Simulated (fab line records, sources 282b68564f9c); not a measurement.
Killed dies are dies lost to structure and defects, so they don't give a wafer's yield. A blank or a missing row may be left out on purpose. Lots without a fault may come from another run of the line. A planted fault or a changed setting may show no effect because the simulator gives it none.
Which tool did it? | flow rit_cmos | 9 lots, 27 wafers sampled, at 2 steps of a route of 202

WHAT THE GAUGES READ, wafer by wafer
The record holds no reading of a measuring or inspecting step that can be judged against a usual standard deviation.

WHICH TOOL RAN EACH LOT (tool, then ch and the chambers of the sampled wafers, then the start)
lot  | RIT_FOX2_WET_ETCH_03           | RIT_M1_PROBE_99
L816 | wet_bench-04 ch 1, day 1 20:07 | -
L817 | wet_bench-04 ch 3, day 2 01:10 | -
L818 | wet_bench-04 ch 1, day 2 04:50 | -
L819 | wet_bench-03 ch 0, day 2 12:47 | -
L820 | wet_bench-04 ch 3, day 2 15:50 | -
L827 | wet_bench-04 ch 3, day 4 04:16 | prober-01, day 5 21:39
L834 | wet_bench-02 ch 2, day 5 14:25 | -
L836 | wet_bench-02 ch 1, day 6 01:08 | -
L839 | wet_bench-04 ch 0, day 6 17:22 | -
- RIT_FOX2_WET_ETCH_03: etches Si3N4 in H3PO4, target depth 195 nm, time 2700 s.
- RIT_M1_PROBE_99

WHAT THE TOOLS THEMSELVES READ (means of the sampled wafers that have a number; where no wafer has one, the mark that the record gives instead)
RIT_M1_PROBE_99. Usual: killed_at_contacts 0.0, standard deviation 0.2; killed_at_front_end 6.6, standard deviation 2.9; killed_dies 6.6, standard deviation 3; killed_on_rim 1.7, standard deviation 1.4; killed_open 3.4, standard deviation 2; killed_short 3.2, standard deviation 2.
lot  | tool      | killed_at_contacts | killed_at_front_end | killed_dies | killed_on_rim | killed_open | killed_short | flag
L827 | prober-01 | 0.0                | 23.7                | 23.7        | 10.0          | 3.0         | 4.0          | OFF

THE ANSWER, worked out from the rows above alone
Rule: a lot is off if the mean of its wafers that have a number lies more than 3 standard deviations from the usual mean. A lot without any number at a reading at which 4 lots or more have one is off too. The other lots that the step has rows for count as sound. The gauges are gone through in route order, then the tools' own readings, and for those a lot's mean is taken as printed above. The first step at which some lot is off is used, and at that step the reading that is off furthest; a lot without a number counts as furthest.
Off: L827, at RIT_M1_PROBE_99 (killed_on_rim). Neither off nor sound, because the step has no rows for them: L816, L817, L818, L819, L820, L834, L836, L839.
A tool fits if, at that step or a process step before it, it ran every lot that is off, and no sound lot after the first of them. Can't be told from this: 2 tools fit, wet_bench-04 at RIT_FOX2_WET_ETCH_03, prober-01 at RIT_M1_PROBE_99.

WHAT THE SIMULATOR HAD PUT IN
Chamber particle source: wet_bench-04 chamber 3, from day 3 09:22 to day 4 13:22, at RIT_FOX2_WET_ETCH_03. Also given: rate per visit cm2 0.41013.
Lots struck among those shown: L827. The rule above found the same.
